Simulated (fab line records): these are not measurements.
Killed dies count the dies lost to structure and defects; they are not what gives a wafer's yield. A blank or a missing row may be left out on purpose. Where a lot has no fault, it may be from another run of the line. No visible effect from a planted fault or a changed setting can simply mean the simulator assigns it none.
fab line records    flow rit_cmos    part 1 of 2: steps 1 to 31 of 45
record: lots: 5  wafers: 15  last_day: 8
route steps=202 shown ACTIVE@11 FOX1@20 FOX2@23 NWELL@28 PWELL@39 WELLDRIVE@50 NRETRO@53
lots that met no fault: from a run of the same line without faults
start_h: hours from the record's first day to the start of the lot's first wafer shown    wait_h: hours since the lot's step before    " unchanged from the row above    L1.1+2: one row covering several wafers at once    - either no value or no given start    * or withheld: withheld    < > ~ a bound
route shown NAME@n: names a module that has steps shown in the file, with the first one's number in the route    usual: mean/standard deviation of fault-free wafers    same: alike in all rows    chamber/n: place in a boat    sites: readings site by site    _std_site: the standard deviation of these    _edge_site: inner sites' mean taken away from outer sites' mean    radius_mm: how far each site lies from the wafer's centre    mask NAME#n: copy n    behind: tool/chamber where the wafer was last shaped    hold: cause of the lot's hold/its duration in hours/its outcome    device: names the non-switching transistor (n, p or np)    end of line: the tests these same wafers got at the end of their route    for a step that has no rows: nothing shown but its recipe    killed: at the first sort, the dies lost to defects and structure; wafer yield is something else    map: shows each die of a wafer: x if killed, . if not, _ if none is there
set.NAME: the setting that was run; set.NAME@STEP: the one run at that earlier step    model.NAME: the simulator's own value behind a step, which no gauge read
certain route steps with their lots: each step a table, each wafer a row
services: a tool's chamber out of use, with start hour (start_h, from the record's first day; less than 0 if before it), hours out, and reason
== steps ==
step: RIT_ACTIVE_DEVELOP_10
recipe: resist: NOVOLAK  develop_time_s: 50  dev_temp_c: 23.75
lot.wafer   tool            chamber  start_h  wait_h
L074.1+2+4  litho_track-01  0        -        -
L079.1+4+5  litho_track-02  0        -        -
L085.1+2+4  litho_track-04  0        -        -
L084.2+3+5  litho_track-01  0        -        -
L097.3+4+5  litho_track-02  0        -        -
step: RIT_ACTIVE_CD_MEAS_11
recipe: target_cd_nm: 1400
usual: cd_nm: 1400.4/2.1
lot.wafer  tool       chamber  start_h  wait_h  cd_nm
L074.1     cd_sem-02  -        14.56    -       1399.9
L074.2     "          -        "        "       1400.4
L074.4     "          -        "        "       1398.5
L079.1     cd_sem-02  -        42.98    -       1400.3
L079.4     "          -        "        "       1400.8
L079.5     "          -        "        "       1399.7
L085.1     cd_sem-01  -        70.63    -       1399.5
L085.2     "          -        "        "       1399.3
L085.4     "          -        "        "       1398.6
L084.2     cd_sem-02  -        70.65    -       1400.2
L084.3     "          -        "        "       1401.9
L084.5     "          -        "        "       1400.7
L097.3     cd_sem-01  -        129.48   -       1401.5
L097.4     "          -        "        "       1401.9
L097.5     "          -        "        "       1401.3
step: RIT_ACTIVE_HARDBAKE_12
recipe: resist: NOVOLAK  temp_c: 140  time_s: 60
lot.wafer   tool            chamber  start_h  wait_h
L074.1+2+4  litho_track-04  0        14.73    0.1
L079.1+4+5  litho_track-04  0        43.10    0.1
L084.2+3+5  litho_track-01  0        70.77    0.1
L085.1+2+4  litho_track-01  0        70.90    0.2
L097.3+4+5  litho_track-02  0        129.61   0.1
step: RIT_ACTIVE_ETCH_13
recipe: stop_on: SiO2  chemistry: SF6  target: Si3N4  time_s: 210  over_etch_frac: 0.4  SF6_flow_sccm: 200  pressure_mtorr: 260  rf_w: 125  target_depth_a: 2100
usual: drypump_motor_current_A: 5.7/0.37  oes_product_au: 0.816/0.011  throttle_valve_pct: 7.50/0.12
lot.wafer  tool         chamber  start_h  wait_h  drypump_motor_current_A  oes_product_au  rf_hours_counter_h  throttle_valve_pct
L074.1     rie_diel-03  1        14.88    0.1     6.0                      0.810           127                 7.64
L074.2     "            0        "        "       6.2                      0.806           6                   7.65
L074.4     "            3        "        "       6.0                      0.823           50                  7.25
L079.1     rie_diel-04  1        43.25    0.1     5.9                      0.824           87                  7.64
L079.4     "            3        "        "       6.0                      0.801           153                 7.44
L079.5     "            0        "        "       5.5                      0.814           -                   7.43
L084.2     rie_diel-01  1        70.90    0.1     6.0                      0.828           61                  7.44
L084.3     "            2        "        "       5.4                      0.798           125                 7.26
L084.5     "            2        "        "       5.4                      0.802           -                   7.26
L085.1     rie_diel-04  0        71.05    0.1     5.5                      0.809           60                  7.44
L085.2     "            2        "        "       5.2                      0.807           90                  7.56
L085.4     "            3        "        "       6.0                      0.802           -                   7.44
L097.3     rie_diel-04  1        129.71   0.1     5.9                      0.818           89                  7.64
L097.4     "            1        "        "       5.8                      0.820           -                   7.63
L097.5     "            2        "        "       5.1                      0.807           -                   7.57
step: RIT_ACTIVE_STRIP_14
recipe: chemistry: O2  time_s: 180  resist: NOVOLAK  platen_temp_c: withheld  power_w: 500  pressure_mtorr: 4000  o2_flow_sccm: 4000
usual: drypump_motor_current_A: 5.59/0.29  rf_refl_power_W: 7.0/1.3
lot.wafer  tool             chamber  start_h  wait_h  drypump_motor_current_A  rf_hours_counter_h  rf_refl_power_W
L074.1     plasma_asher-03  0        15.01    0.1     5.55                     37                  7.8
L074.2     "                1        "        "       5.63                     37                  8.8
L074.4     "                0        "        "       5.54                     -                   7.6
L079.1     plasma_asher-02  0        43.39    0.1     5.12                     24                  6.4
L079.4     "                0        "        "       5.11                     -                   6.3
L079.5     "                0        "        "       5.12                     -                   6.3
L084.2     plasma_asher-01  0        71.03    0.1     5.55                     43                  5.7
L084.3     "                0        "        "       5.57                     -                   5.9
L084.5     "                1        "        "       6.05                     -                   5.5
L085.1     plasma_asher-03  0        71.18    0.1     5.53                     42                  7.9
L085.2     "                1        "        "       5.65                     42                  9.0
L085.4     "                1        "        "       5.66                     -                   9.0
L097.3     plasma_asher-02  1        129.90   0.1     5.72                     -                   8.2
L097.4     "                0        "        "       5.10                     -                   6.3
L097.5     "                0        "        "       5.11                     -                   6.1
step: RIT_ACTIVE_CD_MEAS_90
recipe: target_cd_nm: 1400
usual: cd_nm: 1400.4/2.1
lot.wafer  tool       chamber  start_h  wait_h  cd_nm
L074.1     cd_sem-01  -        15.19    0.1     1400.1
L074.2     "          -        "        "       1400.5
L074.4     "          -        "        "       1398.0
L079.1     cd_sem-01  -        43.56    0.1     1400.5
L079.4     "          -        "        "       1400.7
L079.5     "          -        "        "       1399.6
L084.2     cd_sem-02  -        71.22    0.1     1399.8
L084.3     "          -        "        "       1401.9
L084.5     "          -        "        "       1400.5
L085.1     cd_sem-01  -        71.35    0.1     1399.1
L085.2     "          -        "        "       1399.1
L085.4     "          -        "        "       1398.4
L097.3     cd_sem-01  -        130.06   0.1     1401.8
L097.4     "          -        "        "       1402.1
L097.5     "          -        "        "       1401.2
step: RIT_ACTIVE_CLEAN_15
recipe: chemistry: SC1  mix: 3:3:50  time_s: 600  temp_c: 75
lot.wafer   tool          chamber  start_h  wait_h
L074.1+2+4  wet_bench-01  1        15.31    0.1
L079.1+4+5  wet_bench-02  2        43.68    0.1
L084.2+3+5  wet_bench-02  2        71.32    0.1
L085.1+2+4  wet_bench-04  3        71.47    0.1
L097.3+4+5  wet_bench-01  0        130.14   0.1
step: RIT_ACTIVE_CLEAN_16
recipe: chemistry: dHF  dilution: 50:1  time_s: 30
lot.wafer   tool          chamber  start_h  wait_h
L074.1+2+4  wet_bench-02  1        15.48    0.0
L079.1+4+5  wet_bench-04  0        43.87    0.0
L084.2+3+5  wet_bench-01  1        71.50    0.0
L085.1+2+4  wet_bench-04  3        71.65    0.0
L097.3+4+5  wet_bench-04  3        130.31   0.0
step: RIT_ACTIVE_CLEAN_17
recipe: chemistry: SC2  mix: 3:3:50  time_s: 600  temp_c: 75  dry: n2_spin
lot.wafer   tool          chamber  start_h  wait_h
L074.1+2+4  wet_bench-01  3        15.50    0.0
L079.1+4+5  wet_bench-01  3        43.89    0.0
L084.2+3+5  wet_bench-02  3        71.52    0.0
L085.1+2+4  wet_bench-04  0        71.67    0.0
L097.3+4+5  wet_bench-01  2        130.33   0.0
step: RIT_FOX1_OXIDATION_00
recipe: temp_c: 1100  ambient: H2O  target_thk_a: 3507  p_h2o_torr: 720  ox_time_s: 1130
usual: spike_tc_source_C: 1126.4/1.3  zone_power_source_pct: 42/5.6
lot.wafer  tool        chamber  start_h  wait_h  spike_tc_source_C  zone_power_source_pct
L074.1     furnace-01  0        18.50    2.8     1126.0             41
L074.2     "           0        "        "       1125.2             41
L074.4     "           0        "        "       1125.1             41
L079.1     furnace-01  0        44.32    0.2     1124.9             42
L079.4     "           0        "        "       1125.0             42
L079.5     "           0        "        "       1123.5             41
L084.2     furnace-03  0        71.69    0.0     1127.9             51
L084.3     "           0        "        "       1127.3             51
L084.5     "           0        "        "       1127.7             51
L085.1     furnace-01  0        72.05    0.2     1125.0             41
L085.2     "           0        "        "       1125.8             41
L085.4     "           0        "        "       1124.6             42
L097.3     furnace-04  0        131.00   0.5     1127.6             37
L097.4     "           0        "        "       1126.7             37
L097.5     "           0        "        "       1125.8             37
step: RIT_FOX1_THK_MEAS_01
recipe: reads: SiO2_of_FOX1_OXIDATION_00
usual: FOX1_OXIDE_THK: 353/8.5
lot.wafer  tool           chamber  start_h  wait_h  FOX1_OXIDE_THK[nm]
L074.1     film_metro-02  -        19.81    0.0     360
L074.2     "              -        "        "       356
L074.4     "              -        "        "       355
L079.1     film_metro-02  -        45.64    0.0     357
L079.4     "              -        "        "       361
L079.5     "              -        "        "       363
L084.2     film_metro-03  -        73.02    0.0     346
L084.3     "              -        "        "       347
L084.5     "              -        "        "       348
L085.1     film_metro-01  -        73.37    0.0     343
L085.2     "              -        "        "       349
L085.4     "              -        "        "       350
L097.3     film_metro-01  -        132.33   0.0     349
L097.4     "              -        "        "       355
L097.5     "              -        "        "       355
step: RIT_FOX1_WET_ETCH_02
recipe: chemistry: BOE  target_depth_nm: 350  time_s: 390  temp_c: 21.5  dry: n2_spin  dilution: 10:1  target: SiO2
lot.wafer   tool          chamber  start_h  wait_h
L074.1+2+4  wet_bench-02  0        19.87    0.1
L079.1+4+5  wet_bench-03  2        45.70    0.1
L084.2+3+5  wet_bench-02  1        73.07    0.0
L085.1+2+4  wet_bench-03  2        73.43    0.1
L097.3+4+5  wet_bench-03  0        132.37   0.0
step: RIT_FOX2_OXIDATION_00
recipe: temp_c: 1100  ambient: H2O  target_thk_a: 3507  p_h2o_torr: 720  ox_time_s: 1130
usual: spike_tc_source_C: 1126.7/1.4  zone_power_source_pct: 43/5.9
lot.wafer  tool        chamber  start_h  wait_h  spike_tc_source_C  zone_power_source_pct
L074.1     furnace-03  0        19.99    0.0     1127.6             51
L074.2     "           0        "        "       1128.5             50
L074.4     "           0        "        "       1126.5             51
L079.1     furnace-04  0        45.81    0.0     1125.5             37
L079.4     "           0        "        "       1126.5             38
L079.5     "           0        "        "       1129.0             37
L084.2     furnace-01  0        73.37    0.2     1124.8             41
L084.3     "           0        "        "       1124.4             42
L084.5     "           0        "        "       1125.4             41
L085.1     furnace-01  0        74.68    1.1     1125.2             42
L085.2     "           0        "        "       1125.5             41
L085.4     "           0        "        "       1125.1             41
L097.3     furnace-03  0        132.78   0.3     1129.0             52
L097.4     "           0        "        "       1129.5             50
L097.5     "           0        "        "       1127.9             51
step: RIT_FOX2_THK_MEAS_01
recipe: reads: SiO2_of_FOX2_OXIDATION_00
usual: FOX2_OXIDE_THK: 350/6.2
lot.wafer  tool           chamber  start_h  wait_h  FOX2_OXIDE_THK[nm]
L074.1     film_metro-01  -        21.31    0.0     349
L074.2     "              -        "        "       358
L074.4     "              -        "        "       355
L079.1     film_metro-01  -        47.13    0.0     354
L079.4     "              -        "        "       346
L079.5     "              -        "        "       349
L084.2     film_metro-03  -        74.69    0.0     347
L084.3     "              -        "        "       348
L084.5     "              -        "        "       344
L085.1     film_metro-03  -        76.00    0.0     353
L085.2     "              -        "        "       355
L085.4     "              -        "        "       359
L097.3     film_metro-01  -        134.12   0.0     353
L097.4     "              -        "        "       346
L097.5     "              -        "        "       352
step: RIT_FOX2_CLEAN_02
recipe: chemistry: dHF  dilution: 50:1  time_s: 180
lot.wafer   tool          chamber  start_h  wait_h
L074.1+2+4  wet_bench-01  2        21.37    0.1
L079.1+4+5  wet_bench-04  2        47.19    0.1
L084.2+3+5  wet_bench-04  3        74.74    0.0
L085.1+2+4  wet_bench-03  1        76.06    0.1
L097.3+4+5  wet_bench-01  1        134.16   0.0
step: RIT_FOX2_WET_ETCH_03
recipe: chemistry: H3PO4  target: Si3N4  target_depth_nm: 195  temp_c: 165  time_s: 2700
lot.wafer   tool          chamber  start_h  wait_h
L074.1+2+4  wet_bench-04  3        21.42    0.0
L079.1+4+5  wet_bench-03  3        47.25    0.0
L084.2+3+5  wet_bench-01  0        74.80    0.0
L085.1+2+4  wet_bench-04  1        76.11    0.0
L097.3+4+5  wet_bench-01  2        134.22   0.0
step: RIT_FOX2_THK_MEAS_90
recipe: reads: SiO2_of_FOX2_OXIDATION_00
usual: FIELD_OXIDE_LEFT_1_THK: 323/6.2
lot.wafer  tool           chamber  start_h  wait_h  FIELD_OXIDE_LEFT_1_THK[nm]
L074.1     film_metro-03  -        22.18    0.0     323
L074.2     "              -        "        "       331
L074.4     "              -        "        "       328
L079.1     film_metro-01  -        48.01    0.0     327
L079.4     "              -        "        "       319
L079.5     "              -        "        "       322
L084.2     film_metro-01  -        75.57    0.0     320
L084.3     "              -        "        "       320
L084.5     "              -        "        "       317
L085.1     film_metro-03  -        76.87    0.0     326
L085.2     "              -        "        "       328
L085.4     "              -        "        "       332
L097.3     film_metro-01  -        135.00   0.0     325
L097.4     "              -        "        "       319
L097.5     "              -        "        "       325
step: RIT_NWELL_HMDS_00
recipe: prime_time_s: 62.45  prime_temp_c: 140
lot.wafer   tool            chamber  start_h  wait_h
L074.1+2+4  litho_track-03  0        22.24    0.1
L079.1+4+5  litho_track-02  0        48.07    0.1
L084.2+3+5  litho_track-01  0        75.64    0.1
L085.1+2+4  litho_track-01  0        77.04    0.2
L097.3+4+5  litho_track-03  0        135.09   0.1
step: RIT_NWELL_COAT_01
recipe: resist: NOVOLAK  spin_rpm: 2000  resist_thk_nm: 1300
usual: dispense_pressure_kPa: 49.3/1.2  spin_speed_rpm: 1999.9/1.4
lot.wafer  tool            chamber  start_h  wait_h  dispense_pressure_kPa  spin_speed_rpm
L074.1     litho_track-03  0        22.39    0.1     50.5                   1998.8
L074.2     "               0        "        "       50.5                   1999.5
L074.4     "               0        "        "       50.5                   2000.1
L079.1     litho_track-02  0        48.22    0.1     49.6                   2002.1
L079.4     "               0        "        "       49.7                   2000.0
L079.5     "               0        "        "       49.6                   1999.2
L084.2     litho_track-01  0        75.79    0.1     47.7                   2000.5
L084.3     "               0        "        "       47.7                   1999.9
L084.5     "               0        "        "       47.7                   2000.1
L085.1     litho_track-01  0        77.19    0.1     47.7                   2000.0
L085.2     "               0        "        "       47.7                   1998.3
L085.4     "               0        "        "       47.7                   2000.6
L097.3     litho_track-03  0        135.24   0.1     50.5                   2000.7
L097.4     "               0        "        "       50.5                   2001.5
L097.5     "               0        "        "       50.5                   2000.4
step: RIT_NWELL_SOFTBAKE_02
recipe: resist: NOVOLAK  temp_c: 90  time_s: 60
lot.wafer   tool            chamber  start_h  wait_h
L074.1+2+4  litho_track-03  0        22.54    0.1
L079.1+4+5  litho_track-02  0        48.37    0.1
L084.2+3+5  litho_track-01  0        75.94    0.1
L085.1+2+4  litho_track-01  0        77.34    0.1
L097.3+4+5  litho_track-03  0        135.39   0.1
step: RIT_NWELL_EXPOSE_03
recipe: mask_id: M2  na: 0.57  target_cd_nm: 43900  dose_mj: 250
usual: focus_offset_nm: 0.0/0.58
same: na: 0.57
lot.wafer  tool              chamber  start_h  wait_h  mask  focus_offset_nm
L074.1     iline_stepper-01  0        22.69    0.1     M2#0  -0.6
L074.2     "                 0        "        "       M2#0  -0.2
L074.4     "                 0        "        "       M2#0  0.1
L079.1     iline_stepper-01  0        48.65    0.2     M2#0  -0.6
L079.4     "                 0        "        "       M2#0  -0.1
L079.5     "                 0        "        "       M2#0  -0.9
L084.2     iline_stepper-01  0        76.21    0.2     M2#0  -0.6
L084.3     "                 0        "        "       M2#0  0.5
L084.5     "                 0        "        "       M2#0  -0.7
L085.1     iline_stepper-01  0        77.60    0.2     M2#0  0.4
L085.2     "                 0        "        "       M2#0  0.1
L085.4     "                 0        "        "       M2#0  0.0
L097.3     iline_stepper-02  0        135.65   0.2     M2#0  -0.4
L097.4     "                 0        "        "       M2#0  -0.8
L097.5     "                 0        "        "       M2#0  -1.6
step: RIT_NWELL_PEB_04
recipe: resist: NOVOLAK  temp_c: withheld  time_s: withheld
lot.wafer   tool            chamber  start_h  wait_h
L074.1+2+4  litho_track-03  0        22.81    0.1
L079.1+4+5  litho_track-02  0        48.76    0.1
L084.2+3+5  litho_track-03  0        76.33    0.1
L085.1+2+4  litho_track-03  0        77.90    0.3
L097.3+4+5  litho_track-02  0        135.78   0.1
step: RIT_NWELL_DEVELOP_05
recipe: resist: NOVOLAK  develop_time_s: 68  dev_temp_c: 23
lot.wafer   tool            chamber  start_h  wait_h
L074.1+2+4  litho_track-03  0        -        -
L079.1+4+5  litho_track-02  0        -        -
L084.2+3+5  litho_track-03  0        -        -
L085.1+2+4  litho_track-03  0        -        -
L097.3+4+5  litho_track-02  0        -        -
step: RIT_NWELL_OVL_MEAS_06
usual: NWELL_OVL: 0.1/1.3
lot.wafer  tool        chamber  start_h  wait_h  NWELL_OVL[nm]
L074.1     overlay-02  -        23.12    -       -2.2
L074.2     "           -        "        "       -1.9
L074.4     "           -        "        "       -1.8
L079.1     overlay-01  -        49.08    -       0.8
L079.4     "           -        "        "       0.0
L079.5     "           -        "        "       -0.9
L084.2     overlay-01  -        76.63    -       0.5
L084.3     "           -        "        "       -1.2
L084.5     "           -        "        "       -0.2
L085.1     overlay-01  -        78.22    -       2.3
L085.2     "           -        "        "       -0.2
L085.4     "           -        "        "       -0.4
L097.3     overlay-02  -        136.05   -       -3.0
L097.4     "           -        "        "       -0.8
L097.5     "           -        "        "       -1.4
step: RIT_NWELL_HARDBAKE_07
recipe: resist: NOVOLAK  temp_c: 140  time_s: 120
lot.wafer   tool            chamber  start_h  wait_h
L074.1+2+4  litho_track-01  0        23.16    0.0
L079.1+4+5  litho_track-01  0        49.11    0.0
L084.2+3+5  litho_track-02  0        76.70    0.1
L085.1+2+4  litho_track-03  0        78.25    0.0
L097.3+4+5  litho_track-03  0        136.16   0.1
step: RIT_NWELL_IMPLANT_08
recipe: species: P  energy_kev: 170  dose_cm2: 5e+13  tilt_deg: 7
lot.wafer   tool          chamber  start_h  wait_h
L074.1+2+4  implanter-02  0        23.41    0.2
L079.1+4+5  implanter-03  0        49.36    0.2
L084.2+3+5  implanter-02  0        76.93    0.2
L085.1+2+4  implanter-02  0        78.50    0.2
L097.3+4+5  implanter-02  0        136.38   0.2
step: RIT_NWELL_STRIP_09
recipe: chemistry: O2  time_s: 180  resist: NOVOLAK  platen_temp_c: withheld  power_w: 500  pressure_mtorr: 4000  o2_flow_sccm: 4000
usual: drypump_motor_current_A: 5.54/0.26  rf_refl_power_W: 7.4/1.5
lot.wafer  tool             chamber  start_h  wait_h  drypump_motor_current_A  rf_hours_counter_h  rf_refl_power_W
L074.1     plasma_asher-02  1        23.56    0.1     5.68                     22                  8.3
L074.2     "                0        "        "       5.12                     22                  6.1
L074.4     "                1        "        "       5.71                     -                   8.3
L079.1     plasma_asher-04  0        49.51    0.1     5.93                     41                  8.3
L079.4     "                0        "        "       5.93                     -                   8.6
L079.5     "                1        "        "       5.65                     -                   4.1
L084.2     plasma_asher-02  1        77.06    0.1     5.65                     27                  8.1
L084.3     "                1        "        "       5.67                     -                   8.1
L084.5     "                0        "        "       5.13                     -                   6.3
L085.1     plasma_asher-02  1        78.65    0.1     5.69                     27                  8.2
L085.2     "                0        "        "       5.11                     27                  6.3
L085.4     "                1        "        "       5.67                     -                   8.0
L097.3     plasma_asher-02  0        136.53   0.1     5.12                     -                   6.3
L097.4     "                1        "        "       5.68                     -                   8.3
L097.5     "                0        "        "       5.13                     -                   6.4
step: RIT_NWELL_TW_MEAS_10
usual: NWELL_TW: 2126/18
lot.wafer  tool           chamber  start_h  wait_h  NWELL_TW
L074.1     film_metro-02  -        23.73    0.1     2144
L074.2     "              -        "        "       2128
L074.4     "              -        "        "       2132
L079.1     film_metro-04  -        49.69    0.1     2135
L079.4     "              -        "        "       2133
L079.5     "              -        "        "       2136
L084.2     film_metro-04  -        77.24    0.1     2144
L084.3     "              -        "        "       2158
L084.5     "              -        "        "       2148
L085.1     film_metro-01  -        78.83    0.1     2111
L085.2     "              -        "        "       2098
L085.4     "              -        "        "       2114
L097.3     film_metro-04  -        136.67   0.1     2131
L097.4     "              -        "        "       2141
L097.5     "              -        "        "       2136
step: RIT_PWELL_HMDS_00
recipe: prime_time_s: 60  prime_temp_c: 140
lot.wafer   tool            chamber  start_h  wait_h
L074.1+2+4  litho_track-03  0        23.79    0.1
L079.1+4+5  litho_track-03  0        49.75    0.1
L084.2+3+5  litho_track-03  0        77.48    0.2
L085.1+2+4  litho_track-04  0        79.04    0.2
L097.3+4+5  litho_track-04  0        136.76   0.1
step: RIT_PWELL_COAT_01
recipe: resist: NOVOLAK  spin_rpm: 2000  resist_thk_nm: 1300
usual: dispense_pressure_kPa: 50.9/1.1  spin_speed_rpm: 2000.1/1.5
lot.wafer  tool            chamber  start_h  wait_h  dispense_pressure_kPa  spin_speed_rpm
L074.1     litho_track-03  0        23.94    0.1     50.5                   2000.1
L074.2     "               0        "        "       50.5                   2000.6
L074.4     "               0        "        "       50.5                   1999.1
L079.1     litho_track-03  0        49.90    0.1     50.5                   2000.1
L079.4     "               0        "        "       50.5                   2001.1
L079.5     "               0        "        "       50.5                   1996.5
L084.2     litho_track-03  0        77.63    0.1     50.5                   1997.0
L084.3     "               0        "        "       50.5                   1997.1
L084.5     "               0        "        "       50.5                   2000.3
L085.1     litho_track-04  0        79.19    0.1     52.3                   2001.6
L085.2     "               0        "        "       52.4                   2000.3
L085.4     "               0        "        "       52.3                   2001.7
L097.3     litho_track-04  0        136.91   0.1     52.3                   2001.2
L097.4     "               0        "        "       52.4                   2001.1
L097.5     "               0        "        "       52.3                   2001.8
step: RIT_PWELL_SOFTBAKE_02
recipe: resist: NOVOLAK  temp_c: 90  time_s: 60
lot.wafer   tool            chamber  start_h  wait_h
L074.1+2+4  litho_track-03  0        24.09    0.1
L079.1+4+5  litho_track-03  0        50.05    0.1
L084.2+3+5  litho_track-03  0        77.78    0.1
L085.1+2+4  litho_track-04  0        79.34    0.1
L097.3+4+5  litho_track-04  0        137.06   0.1
